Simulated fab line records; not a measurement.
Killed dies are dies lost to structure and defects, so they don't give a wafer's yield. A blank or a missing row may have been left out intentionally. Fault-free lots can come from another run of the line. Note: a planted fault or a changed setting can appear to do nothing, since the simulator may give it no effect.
Which of the tools did it? ; flow berkeley-cmos170 ; 42 wafers from 14 lots sampled at 4 of the route's 331 steps

WHAT THE GAUGES SHOWED, per wafer
UCB170_NVT_TW_MEAS_09. Usual: NVT_TW gives 523 (standard deviation 5).
lot;measured;on;NVT_TW;flag
L303;day 7 13:09;film-metro-03;522 518 521;
L302;day 7 12:27;film-metro-01;530 526 526;
L305;day 7 12:40;film-metro-01;527 526 530;
L304;day 7 12:54;film-metro-03;521 520 521;
L306;day 8 00:57;film-metro-01;526 528 528;
L307;day 8 01:14;film-metro-03;516 516 517;
L308;day 8 11:14;film-metro-03;515 518 518;
L310;day 8 22:07;film-metro-02;523 520 521;
L309;day 8 21:47;film-metro-01;526 527 529;
L311;day 9 08:01;film-metro-03;514 515 514;
L316;day 10 05:20;film-metro-01;555 554 555;OFF
L319;day 11 01:48;film-metro-01;554 553 552;OFF
L322;day 11 10:12;film-metro-03;515 514 514;
L323;day 11 23:06;film-metro-02;526 524 526;

EACH LOT AND THE TOOL THAT RAN IT (in order: tool; ch and the chambers of the sampled wafers; start)
lot;UCB170_PWELL_STRIP_16;UCB170_ACTIVE_STRIP_16;UCB170_NVT_IMPLANT_07
L303;plasma-asher-02 ch 0,1, day 4 02:00;plasma-asher-01 ch 0,1, day 5 12:14;implanter-01 ch 0, day 7 12:54
L302;plasma-asher-01 ch 0,1, day 4 02:14;plasma-asher-02 ch 0,1, day 5 12:30;implanter-01 ch 0, day 7 12:12
L305;plasma-asher-03 ch 0,1, day 4 08:32;plasma-asher-04 ch 0,1, day 5 19:56;implanter-03 ch 0, day 7 12:25
L304;plasma-asher-02 ch 0,1, day 4 08:49;plasma-asher-02 ch 0,1, day 5 20:10;implanter-04 ch 0, day 7 12:39
L306;plasma-asher-02 ch 0,1, day 4 19:19;plasma-asher-02 ch 0,1, day 6 04:16;implanter-03 ch 0, day 8 00:43
L307;plasma-asher-01 ch 0,1, day 4 19:35;plasma-asher-01 ch 0,1, day 6 04:30;implanter-04 ch 0, day 8 00:59
L308;plasma-asher-03 ch 0,1, day 5 02:19;plasma-asher-02 ch 0,1, day 6 13:54;implanter-03 ch 0, day 8 10:59
L310;plasma-asher-03 ch 0,1, day 5 09:23;plasma-asher-02 ch 0,1, day 7 03:39;implanter-03 ch 0, day 8 21:53
L309;plasma-asher-01 ch 1, day 5 09:37;plasma-asher-01 ch 0,1, day 7 03:41;implanter-04 ch 0, day 8 21:32
L311;plasma-asher-03 ch 0,1, day 5 18:05;plasma-asher-04 ch 0,1, day 7 15:24;implanter-04 ch 0, day 9 07:46
L316;plasma-asher-01 ch 0,1, day 7 01:39;plasma-asher-01 ch 0,1, day 8 15:22;implanter-04 ch 0, day 10 05:05
L319;plasma-asher-03 ch 0,1, day 7 17:29;plasma-asher-04 ch 0,1, day 9 09:18;implanter-04 ch 0, day 11 01:33
L322;plasma-asher-01 ch 0,1, day 8 10:24;plasma-asher-04 ch 0,1, day 9 20:20;implanter-03 ch 0, day 11 09:59
L323;plasma-asher-01 ch 1, day 8 22:34;plasma-asher-04 ch 0,1, day 10 08:22;implanter-01 ch 0, day 11 22:52
- UCB170_PWELL_STRIP_16: strips in O2.
- UCB170_ACTIVE_STRIP_16: strips in O2.
- UCB170_NVT_IMPLANT_07

WHAT THE TOOLS THEMSELVES READ (means of the sampled wafers that have a number; where no wafer has one, the mark that the record gives instead)
UCB170_PWELL_STRIP_16. Usual: drypump-motor-current-A 5.64 A, standard deviation 0.23; oes-product-au 0.721 a.u., standard deviation 0.0047; strip-time-to-endpoint-s 18.14 s, standard deviation 0.09.
lot;tool;drypump-motor-current-A (A);oes-product-au (a.u.);strip-time-to-endpoint-s (s);flag
L303;plasma-asher-02;5.66;0.722;18.24;
L302;plasma-asher-01;5.66;0.720;18.15;
L305;plasma-asher-03;5.71;0.725;18.24;
L304;plasma-asher-02;5.65;0.720;18.12;
L306;plasma-asher-02;5.47;0.719;18.10;
L307;plasma-asher-01;5.69;0.725;18.02;
L308;plasma-asher-03;5.72;0.723;18.18;
L310;plasma-asher-03;5.62;0.723;18.15;
L309;plasma-asher-01;5.52;0.723;18.17;
L311;plasma-asher-03;5.71;0.723;18.07;
L316;plasma-asher-01;5.82;0.720;18.04;
L319;plasma-asher-03;5.63;0.721;18.03;
L322;plasma-asher-01;5.67;0.721;18.16;
L323;plasma-asher-01;5.52;0.722;18.20;

UCB170_ACTIVE_STRIP_16. Usual: drypump-motor-current-A 5.7 A, standard deviation 0.32; oes-product-au 0.721 a.u., standard deviation 0.0043; strip-time-to-endpoint-s 18.10 s, standard deviation 0.085.
lot;tool;drypump-motor-current-A (A);oes-product-au (a.u.);strip-time-to-endpoint-s (s);flag
L303;plasma-asher-01;5.8;0.718;18.06;
L302;plasma-asher-02;5.6;0.721;18.18;
L305;plasma-asher-04;6.2;0.717;18.25;
L304;plasma-asher-02;5.6;0.721;18.18;
L306;plasma-asher-02;5.6;0.724;18.14;
L307;plasma-asher-01;5.8;0.721;18.10;
L308;plasma-asher-02;5.5;0.720;18.04;
L310;plasma-asher-02;5.5;0.724;18.15;
L309;plasma-asher-01;5.7;0.720;18.05;
L311;plasma-asher-04;6.2;0.725;18.05;
L316;plasma-asher-01;5.8;0.722;18.03;
L319;plasma-asher-04;6.2;0.722;18.14;
L322;plasma-asher-04;6.2;0.719;18.06;
L323;plasma-asher-04;6.2;0.719;18.16;

UCB170_NVT_IMPLANT_07. Usual: beam-energy-keV 50.000, standard deviation 0.015; end-station-pressure-torr 5.03e-06 Torr, standard deviation 2.6e-07.
lot;tool;beam-energy-keV;end-station-pressure-torr (Torr);flag
L303;implanter-01;50.008;4.89e-06;
L302;implanter-01;49.990;4.99e-06;
L305;implanter-03;50.013;4.92e-06;
L304;implanter-04;49.994;5.25e-06;
L306;implanter-03;49.998;5.26e-06;
L307;implanter-04;50.013;4.83e-06;
L308;implanter-03;49.987;5.16e-06;
L310;implanter-03;50.002;4.77e-06;
L309;implanter-04;49.999;5.07e-06;
L311;implanter-04;49.999;4.79e-06;
L316;implanter-04;61.019;5.01e-06;OFF
L319;implanter-04;61.013;5.04e-06;OFF
L322;implanter-03;50.000;4.78e-06;
L323;implanter-01;49.983;5.16e-06;

THE ANSWER, worked out from the rows above alone
Rule: a lot counts as off when the mean over its wafers that have a number is more than 3 standard deviations away from the usual mean. A lot without any number at a reading at which 4 lots or more have one is off too. Any other lot the step has rows for is counted as sound. After the gauges, taken in route order, come the tools' own readings; for these a lot's mean is taken, as printed above. At the first step where some lot is off, the reading lying furthest off is the one used; lots without a number count as furthest.
Off: L316, L319, seen at UCB170_NVT_TW_MEAS_09 (NVT_TW).
A tool fits if, at a process step before that reading, it ran every lot that is off, and no sound lot after the first of them. Not tried: the gauges at UCB170_NVT_TW_MEAS_09; whatever is off there is also off at UCB170_NVT_IMPLANT_07, on other tools, and gauge error can't account for it. One candidate fits, namely implanter-04 at UCB170_NVT_IMPLANT_07. Its last sound lot is L311 (day 9 07:46), its first lot that is off L316 (day 10 05:05): a fault that began between those two fits.
The tool's own readings at UCB170_NVT_IMPLANT_07 bear it out: on the lots that are off they differ by more than 5 times the standard deviation of the sound lots' means. beam-energy-keV reads 61.016 there against 49.999 on the sound lots.

WHAT THE SIMULATOR PUT IN
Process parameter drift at UCB170_NVT_IMPLANT_07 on implanter-04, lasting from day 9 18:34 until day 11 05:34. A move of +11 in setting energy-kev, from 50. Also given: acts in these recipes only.
Lots struck among those shown: L316, L319. The same result came from the rule above.
